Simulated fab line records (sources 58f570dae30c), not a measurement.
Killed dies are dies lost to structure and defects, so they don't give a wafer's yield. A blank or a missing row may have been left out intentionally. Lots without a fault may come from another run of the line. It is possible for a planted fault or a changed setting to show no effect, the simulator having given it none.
The same fault as seen by 2 desks + flow berkeley_cmos170 + every desk sees just its own numbers, and what lay behind them comes last

## METROLOGY DESK
What the gauges read, lot by lot, whatever tool the lot ran on: means of the sampled wafers that have a number. A lot is out of limits, marked OUT, if its mean lies more than 4 standard deviations from the usual mean; the brackets give that distance.
Columns: A = SCREENOX_OXIDE_THK at UCB170_SCREENOX_THK_MEAS_02, usual 14.38 nm; B = PSD_TW at UCB170_PSD_TW_MEAS_10, usual 2321; C = NLDD_RS at UCB170_SDANNEAL_RS_MEAS_05, usual 616.9 ohm/sq
| lot  | first seen here | A     | B    | C               |
|------|-----------------|-------|------|-----------------|
| L431 | day 7 01:10     | 14.17 | 2304 | 615.2           |
| L432 | day 7 01:10     | 14.53 | 2367 | 615.4           |
| L433 | day 7 01:10     | 14.45 | 2304 | 615.0           |
| L434 | day 7 10:38     | 13.84 | 2281 | 615.2           |
| L435 | day 7 10:38     | 14.14 | 2314 | 616.6           |
| L436 | day 7 16:22     | 14.25 | 2371 | 617.4           |
| L439 | day 8 11:34     | 14.24 | 2367 | 619.3           |
| L442 | day 8 18:19     | 14.44 | 2353 | 617.5           |
| L441 | day 8 18:21     | 14.70 | 2292 | 618.6           |
| L443 | day 9 12:35     | 14.17 | 2288 | 617.3           |
| L444 | day 9 12:35     | 14.56 | 2356 | 617.9           |
| L445 | day 9 22:22     | 14.15 | 2361 | 642.3 (+20) OUT |
| L447 | day 10 06:58    | 14.31 | 2313 | 643.9 (+21) OUT |
| L448 | day 10 07:00    | 14.60 | 2371 | 616.3           |
Finding of this desk: L445, L447 out of limits, first seen on L445 at day 11 16:38 (NLDD_RS at UCB170_SDANNEAL_RS_MEAS_05). In limits: L431, L432, L433, L434, L435, L436, L439, L442, L441, L443, L444, L448.

## DESK OF THE TOOL OWNER: implanter-01
For each lot that ran on this tool, the mean over its sampled wafers that have a number, from the tool's own readings at UCB170_NLDD_IMPLANT_09. A lot is out of limits, marked OUT, if its mean lies more than 4 standard deviations from the usual mean; the brackets give that distance.
Columns: A = beam_energy_keV at UCB170_NLDD_IMPLANT_09, usual 30.002; B = dose_ions_cm2 at UCB170_NLDD_IMPLANT_09, usual 5e+13; C = faraday_current_uA at UCB170_NLDD_IMPLANT_09, usual 159
| lot  | first seen here | A      | B                       | C              |
|------|-----------------|--------|-------------------------|----------------|
| L433 | day 8 11:59     | 29.998 | 5e+13                   | 157            |
| L435 | day 8 19:05     | 30.002 | 5e+13                   | 157            |
| L436 | day 9 01:52     | 30.000 | 5e+13                   | 159            |
| L441 | day 9 20:47     | 30.014 | 5e+13                   | 156            |
| L442 | day 9 23:32     | 30.003 | 5e+13                   | 158            |
| L443 | day 10 22:00    | 29.989 | 5e+13                   | 157            |
| L445 | day 11 04:55    | 29.986 | 4e+13 (-99 or more) OUT | 141 (-5.9) OUT |
| L447 | day 11 12:14    | 29.999 | 4e+13 (-99 or more) OUT | 139 (-6.7) OUT |
Finding of this desk: L445, L447 out of limits; the first was L445 at day 11 04:55, on dose_ions_cm2 at UCB170_NLDD_IMPLANT_09. In limits: L433, L435, L436, L441, L442, L443.

## ALL TOGETHER
An alarm could have come from the tool owner's desk at day 11 04:55, on L445, L447.
Metrology desk: alarm possible at day 11 16:38 on L445, L447.
Of the lots named, all ran UCB170_NLDD_IMPLANT_09 on implanter-01.

## WHAT THE SIMULATOR HAD INSERTED
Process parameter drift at UCB170_NLDD_IMPLANT_09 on implanter-01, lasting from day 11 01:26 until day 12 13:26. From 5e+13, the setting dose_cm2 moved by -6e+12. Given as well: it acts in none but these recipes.
Shown lots that were struck: L445, L447.
Delay (hours) between the fault's onset and each desk's first out-of-limits reading: 3 at the tool owner's desk, 15 at the metrology desk.
